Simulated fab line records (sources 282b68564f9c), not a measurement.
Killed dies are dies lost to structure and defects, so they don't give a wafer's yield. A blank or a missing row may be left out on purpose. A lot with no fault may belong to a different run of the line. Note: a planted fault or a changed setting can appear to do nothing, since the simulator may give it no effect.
Comparing a struck lot with a sound one | flow ritCmos | 27 steps out of a route of 202
Sound: the wafers L171.2, L171.4, L171.5. Struck: wafer L189.1 (L189.2, L189.5, from the same lot, were not struck and are left out); the cause is given at the end.
Order at every step that has rows: each side's tool, ch and its chambers, its first start. Under that, the readings that differ: sound wafers | struck wafers | difference of the means | sigmas: that difference in standard deviations of wafers without a fault.
alike: same words and numbers on both sides, and readings whose means sit less than 2 such deviations apart. not compared: any withheld reading, any reading some wafer has no value for, any bound like >300 that may hide the same value, and any number with overlapping values for which the record gives no deviation.
Wherever a step has rows on one side only, a row that says differs or no value, or a row with sigmas, the two part there. When numbers do not overlap yet have no deviation, they are printed without sigmas and do not part them. Lack of a reading on every wafer of one side parts them only where that side has two or more wafers.

first, 1 step without rows for these wafers: RIT_ACTIVE_OXIDATION_01 (target thk 46.8 nm, ox time 3360 s).
RIT_ACTIVE_THK_MEAS_02:
  struck on filmMetro-01, day 5 11:09; sound on filmMetro-03, day 1 17:04
  alike: ACTIVE_OXIDE_THK
then, 1 step without rows for these wafers: RIT_ACTIVE_CVD_03 (deposits Si3N4 from SiH2Cl2/NH3, target thk 150 nm, time 1500 s).
RIT_ACTIVE_THK_MEAS_04:
  struck on filmMetro-03, day 5 13:20; sound on filmMetro-03, day 1 18:32
  alike: ACTIVE_NITRIDE_THK
then, 6 steps without rows for these wafers: RIT_ACTIVE_HMDS_05 (prime time 58.85 s); RIT_ACTIVE_COAT_06 (resist thk 1000 nm); RIT_ACTIVE_SOFTBAKE_07 (time 60 s); RIT_ACTIVE_EXPOSE_08 (exposes mask M1, target cd 1400 nm); RIT_ACTIVE_PEB_09; RIT_ACTIVE_DEVELOP_10 (develop time 50 s).
RIT_ACTIVE_CD_MEAS_11 targets a cd of 1400 nm.
  struck on cdSem-02, day 5 14:22; sound on cdSem-01, day 1 19:28
  alike: cdNm
then, 1 step without rows for these wafers: RIT_ACTIVE_HARDBAKE_12 (time 60 s).
RIT_ACTIVE_ETCH_13: etches Si3N4 in SF6, stops on SiO2, time 210 s, target depth 210 nm.
  sound on rieDiel-03 ch 1,2, day 1 19:43; struck on rieDiel-03 ch 0, day 5 14:38
reading                                      | sound             | struck | difference | sigmas
drypumpMotorCurrentA (A)                     | 5.2 5.7 5.2       | 6.0    | +0.6       | +2
model.NOVOLAK_of_ACTIVE_COAT_06.thkNm (nm)   | 651.7 649.3 651   | 597.6  | -53.1      | 
model.SiO2_of_ACTIVE_OXIDATION_01.thkNm (nm) | 47.13 50.07 47.27 | 33.84  | -14.32     | 
model.ACTIVE.featureDepthNm (nm)             | 153 151.6 152.5   | 165.9  | +13.5      | 
  alike: chamberPressureMTorr, oesProductAu, throttleValvePct
  not compared: rfHoursCounterH
RIT_ACTIVE_STRIP_14: strips in O2, time 180 s.
  sound on plasmaAsher-02 ch 0,1, day 1 19:50; struck on plasmaAsher-03 ch 1, day 5 14:46
  alike: chamberPressureMTorr, drypumpMotorCurrentA
  not compared: rfHoursCounterH
RIT_ACTIVE_CD_MEAS_90 targets a cd of 1400 nm.
  struck on cdSem-01, day 5 14:57; sound on cdSem-01, day 1 20:02
  alike: cdNm
then, 4 steps without rows for these wafers: RIT_ACTIVE_CLEAN_15 (cleans in SC1, time 600 s); RIT_ACTIVE_CLEAN_16 (cleans in dHF, time 30 s); RIT_ACTIVE_CLEAN_17 (cleans in SC2, time 600 s); RIT_FOX1_OXIDATION_00 (target thk 350.7 nm, ox time 1130 s).
RIT_FOX1_THK_MEAS_01:
  struck on filmMetro-02, day 5 17:22; sound on filmMetro-02, day 1 22:53
reading             | sound       | struck | difference | sigmas
FOX1_OXIDE_THK (nm) | 344 339 344 | 354    | +12        | +2
then, 2 steps without rows for these wafers: RIT_FOX1_WET_ETCH_02 (etches SiO2 in BOE, target depth 350 nm, time 390 s); RIT_FOX2_OXIDATION_00 (target thk 350.7 nm, ox time 1130 s).
RIT_FOX2_THK_MEAS_01:
  struck on filmMetro-02, day 5 18:52; sound on filmMetro-02, day 2 00:22
  alike: FOX2_OXIDE_THK
then, 1 step without rows for these wafers: RIT_FOX2_CLEAN_02 (cleans in dHF, time 180 s).
RIT_FOX2_WET_ETCH_03: etches Si3N4 in H3PO4, target depth 195 nm, time 2700 s.
  sound on wetBench-03 ch 1, day 2 00:29; struck on wetBench-02 ch 1, day 5 18:59
reading                                      | sound             | struck | difference | sigmas
model.SiO2_of_ACTIVE_OXIDATION_01.thkNm (nm) | 41.92 44.52 42.08 | 29.97  | -12.87     | 
RIT_FOX2_THK_MEAS_90:
  struck on filmMetro-03, day 5 19:44; sound on filmMetro-02, day 2 01:15
  alike: FIELD_OXIDE_LEFT_1_THK
RIT_M1_PROBE_99:
  struck on prober-02, day 7 10:01; sound on prober-02, day 3 16:22
  alike: killed_at_M0_to_M3, killedAtContacts, killedAtFrontEnd, killedDies, killedOnRim, killedOpen, killedShort

WHERE THEY PART
Earliest at RIT_ACTIVE_ETCH_13; latest, in this record, at RIT_FOX1_THK_MEAS_01. Later steps at which nothing parts them and some readings are alike: RIT_FOX2_THK_MEAS_01, RIT_FOX2_THK_MEAS_90, RIT_M1_PROBE_99.

WHY: whatever the simulator had introduced
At RIT_ACTIVE_ETCH_13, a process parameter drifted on rieDiel-03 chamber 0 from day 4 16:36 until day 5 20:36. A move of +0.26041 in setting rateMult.
